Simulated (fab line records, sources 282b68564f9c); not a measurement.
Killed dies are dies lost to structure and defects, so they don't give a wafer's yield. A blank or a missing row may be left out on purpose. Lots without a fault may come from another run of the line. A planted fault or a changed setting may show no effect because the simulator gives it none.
Split-lot experiment | flow rit_cmos | 5 lots, 23 wafers read, on a route of 202 steps

THE SPLIT
At RIT_SILICIDE_SPUTTER_01 (material Ti, target thk 30 nm, time 240 s), the setting power_w was moved away from the recipe's 350 W on 10 of the 23 wafers read, by -7.7% to +8.1%. The other wafers ran this setting at the recipe's value.

FROM THE SPLIT TO THE READING: what the file shows between them, 1 step
- RIT_SILICIDE_RS_MEAS_02: measures by four-point-probe

THE READING
SILICIDE_TI_THK, in nm, at RIT_SILICIDE_THK_MEAS_03 (measures by xrf). Fault-free wafers of this fab line usually give 30.1 nm, standard deviation 0.34 nm.

wafer  | tool, chamber at the split | power_w as run, W | against the recipe | SILICIDE_TI_THK, nm | against lot-mates on the recipe
L074.1 | pvd_sputter-03, -          | 350               | recipe             | 30.0                | -
L074.2 | pvd_sputter-03, -          | 323.1             | -7.7%              | 27.7                | -2.3
L074.3 | pvd_sputter-03, -          | 350               | recipe             | 30.0                | -
L074.4 | pvd_sputter-03, -          | 323.1             | -7.7%              | 27.9                | -2.1
L074.6 | pvd_sputter-03, -          | 323.1             | -7.7%              | 27.6                | -2.4
L080.3 | pvd_sputter-03, -          | 350               | recipe             | 30.1                | -
L080.4 | pvd_sputter-03, -          | 350               | recipe             | 30.0                | -
L080.5 | pvd_sputter-03, -          | 350               | recipe             | 30.0                | -
L082.1 | pvd_sputter-03, -          | 350               | recipe             | 30.1                | -
L082.2 | pvd_sputter-03, -          | 350               | recipe             | 30.0                | -
L082.4 | pvd_sputter-03, -          | 338               | -3.4%              | 28.6                | -1.3
L082.5 | pvd_sputter-03, -          | 338               | -3.4%              | 28.7                | -1.2
L082.6 | pvd_sputter-03, -          | 350               | recipe             | 29.7                | -
L083.1 | pvd_sputter-04, -          | 378.5             | +8.1%              | 32.9                | +2.9
L083.2 | pvd_sputter-04, -          | 378.5             | +8.1%              | 32.9                | +2.9
L083.3 | pvd_sputter-04, -          | 378.5             | +8.1%              | 32.2                | +2.2
L083.4 | pvd_sputter-04, -          | 350               | recipe             | 30.1                | -
L083.6 | pvd_sputter-04, -          | 350               | recipe             | 29.9                | -
L084.1 | pvd_sputter-03, -          | 350               | recipe             | 30.6                | -
L084.2 | pvd_sputter-03, -          | 328.1             | -6.3%              | 28.4                | -2.0
L084.3 | pvd_sputter-03, -          | 350               | recipe             | 30.5                | -
L084.4 | pvd_sputter-03, -          | 350               | recipe             | 30.1                | -
L084.6 | pvd_sputter-03, -          | 328.1             | -6.3%              | 28.5                | -1.9

THE FIT
A straight line over all 23 wafers: SILICIDE_TI_THK changes by +0.309 nm for each +1% of power_w; r = +0.98; the points scatter about the line by 0.27 nm.
The same after taking each lot's own level away (the mean of its wafers on the recipe; 23 wafers): +0.316 nm for each +1%; r = +0.99; scatter 0.2 nm.
On that fit, the largest move of power_w shifts the reading by 2.6 nm.
The lots' own levels span 29.93 to 30.40 nm, that is 1.4 times the standard deviation above.
So the lot-to-lot level changes the slope little: the two slopes agree.
Check: with one of the wafers moved furthest among these (+8.1%) left out of the fit, the line predicts +2.5 nm for it against its lot-mates. It came out at +2.9 nm against them.

OTHER SPLITS ON THESE WAFERS
These wafers also went through other splits before the reading. Each is held against what the fit with the lots' levels taken away leaves over:
other split on the same wafers       | wafers away from the commonest value | r with SILICIDE_TI_THK (lot level and that fit taken away)
RIT_ACTIVE_CVD_03 nh3_flow_sccm      | 15                                   | -0.03
RIT_ACTIVE_CLEAN_16 time_s           | 15                                   | -0.03
RIT_NRETRO_SOFTBAKE_02 temp_c        | 10                                   | +0.34
RIT_NRETRO_DEVELOP_05 develop_time_s | 11                                   | +0.07
RIT_GATE_DEVELOP_15 dev_temp_c       | 10                                   | -0.19
RIT_REOX_OXIDATION_03 temp_c         | 18                                   | -0.17
RIT_NLDD_IMPLANT_08 energy_kev       | 7                                    | +0.07
RIT_PLDD_IMPLANT_08 dose_cm2         | 12                                   | +0.22
RIT_SPACER_CVD_03 temp_c             | 5                                    | +0.22
RIT_NSD_IMPLANT_08 energy_kev        | 5                                    | +0.21
RIT_PSD_DEVELOP_05 develop_time_s    | 9                                    | +0.15

THE WHOLE CHAIN: every reading that the file lists as answering this split, in the file's order
step                     | what it does                              | reading                                                                           | change (the file's fit)              | r (the file's)
RIT_SILICIDE_SPUTTER_01  | material Ti, target thk 30 nm, time 240 s | Ti_of_SILICIDE_SPUTTER_01.thk_nm (the simulator's own value, which no gauge read) | +0.32 nm for each +1% of the setting | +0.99
RIT_SILICIDE_RS_MEAS_02  | measures by four-point-probe              | SILICIDE_TI_RS                                                                    | -0.66 for each +1% of the setting    | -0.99
RIT_SILICIDE_THK_MEAS_03 | measures by xrf                           | SILICIDE_TI_THK                                                                   | +0.317 for each +1% of the setting   | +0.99

THE FILE'S OWN FIT
SILICIDE_TI_THK changes by +0.317 nm for each +1% of power_w, r = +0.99.
